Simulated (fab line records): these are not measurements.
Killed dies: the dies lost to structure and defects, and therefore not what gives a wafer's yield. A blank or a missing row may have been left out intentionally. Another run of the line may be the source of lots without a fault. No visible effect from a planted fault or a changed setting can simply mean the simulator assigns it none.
The tool behind it: which one?	flow ritCmos	42 wafers from 14 lots sampled at 2 of the route's 202 steps

== WHAT THE GAUGES SHOWED, per wafer ==
RIT_WELLDRIVE_RS_MEAS_01: measurement is done with a four-point probe. Usual: NWELL_RS typically reads 275.3 ohm/sq, with standard deviation 0.73.
lot	measured	on	NWELL_RS (ohm/sq)	flag
L788	day 2 06:20	filmMetro-02	274.9 274.6 274.3	
L789	day 2 12:17	filmMetro-04	275.3 274.5 274.1	
L790	day 2 19:29	filmMetro-03	276.5 276.5 276.3	
L791	day 3 03:35	filmMetro-02	276.0 275.2 275.8	
L793	day 3 08:41	filmMetro-03	275.4 275.4 275.1	
L795	day 3 16:36	filmMetro-03	276.0 275.8 275.8	
L799	day 4 11:10	filmMetro-02	322.4 321.8 321.7 322.1 321.3 322.3	OFF
L800	day 4 17:06	filmMetro-04	321.5 322.1 321.7 321.4 321.2 321.9	OFF
L802	day 5 02:04	filmMetro-03	273.9 274.4 274.3	
L803	day 5 08:00	filmMetro-04	275.5 275.1 275.4	
L805	day 5 17:42	filmMetro-02	276.5 276.4 275.3	
L807	day 6 02:55	filmMetro-02	275.4 275.7 275.5	
L808	day 6 08:34	filmMetro-04	275.7 275.8 275.8	
L810	day 6 18:49	filmMetro-04	275.3 274.6 275.6	

== TOOL THAT RAN EACH LOT (tool first, then ch and the chambers of the sampled wafers, then the start) ==
lot	RIT_WELLDRIVE_ANNEAL_00
L788	furnace-03 ch 0, day 2 01:14
L789	furnace-02 ch 0, day 2 07:10
L790	furnace-04 ch 0, day 2 14:24
L791	furnace-02 ch 0, day 2 22:29
L793	furnace-02 ch 0, day 3 03:34
L795	furnace-04 ch 0, day 3 11:31
L799	furnace-02 ch 0, day 4 06:02
L800	furnace-02 ch 0, day 4 12:00
L802	furnace-04 ch 0, day 4 20:59
L803	furnace-03 ch 0, day 5 02:55
L805	furnace-03 ch 0, day 5 12:33
L807	furnace-04 ch 0, day 5 21:47
L808	furnace-04 ch 0, day 6 03:29
L810	furnace-04 ch 0, day 6 13:43
- RIT_WELLDRIVE_ANNEAL_00: time 14700 s.

== WHAT THE TOOLS THEMSELVES READ (means of the sampled wafers that have a number; where no wafer has one, the mark that the record gives instead) ==
RIT_WELLDRIVE_ANNEAL_00. Usual: spikeTcCentreC 1101.8 C, standard deviation 1.3; spikeTcLoadC 1128 C, standard deviation 3.9; spikeTcSourceC 1127.6 C, standard deviation 2.
lot	tool	spikeTcCentreC (C)	spikeTcLoadC (C)	spikeTcSourceC (C)	flag
L788	furnace-03	1101.1	1124	1127.2	
L789	furnace-02	1102.3	1132	1125.9	
L790	furnace-04	1102.2	1125	1129.6	
L791	furnace-02	1101.7	1132	1127.0	
L793	furnace-02	1100.9	1132	1127.0	
L795	furnace-04	1102.1	1124	1130.1	
L799	furnace-02	1061.6	1092	1085.5	OFF
L800	furnace-02	1061.4	1091	1085.9	OFF
L802	furnace-04	1102.5	1125	1130.9	
L803	furnace-03	1100.5	1126	1126.3	
L805	furnace-03	1099.8	1125	1126.1	
L807	furnace-04	1103.2	1124	1131.4	
L808	furnace-04	1102.8	1124	1129.9	
L810	furnace-04	1103.0	1125	1128.9	

== THE ANSWER, worked out from the rows above alone ==
Rule: take the mean of a lot's wafers that have a number; if it is more than 3 standard deviations from the usual mean, the lot is off. A lot without any number at a reading at which 4 lots or more have one is off too. Any other lot the step has rows for is counted as sound. After the gauges, taken in route order, come the tools' own readings; for these a lot's mean is taken, as printed above. The first step at which some lot is off is used, and at that step the reading that is off furthest; a lot without a number counts as furthest.
Off: L799, L800, seen at RIT_WELLDRIVE_RS_MEAS_01 (NWELL_RS).
A tool fits if, at a process step before that reading, it ran every lot that is off, and no sound lot after the first of them. Not tried: the gauges at RIT_WELLDRIVE_RS_MEAS_01; whatever is off there is also off at RIT_WELLDRIVE_ANNEAL_00, on other tools, and gauge error can't account for it. One candidate fits, namely furnace-02 at RIT_WELLDRIVE_ANNEAL_00. A fault onset in the window from L793 (day 3 03:34, its last sound lot) to L799 (day 4 06:02, its first lot off) fits.
The tool's own readings at RIT_WELLDRIVE_ANNEAL_00 bear it out: on the lots that are off they differ by more than 5 times the standard deviation of the sound lots' means. spikeTcCentreC reads 1061.5 C there against 1101.8 C on the sound lots; spikeTcLoadC reads 1092 C there against 1126 C on the sound lots; spikeTcSourceC reads 1085.7 C there against 1128.4 C on the sound lots.

== WHAT THE SIMULATOR HAD PUT IN ==
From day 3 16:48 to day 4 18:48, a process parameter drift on furnace-02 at RIT_WELLDRIVE_ANNEAL_00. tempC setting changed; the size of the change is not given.
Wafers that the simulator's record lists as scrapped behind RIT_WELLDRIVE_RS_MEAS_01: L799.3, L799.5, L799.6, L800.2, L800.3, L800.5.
Shown lots that were struck: L799, L800. The same result came from the rule above.
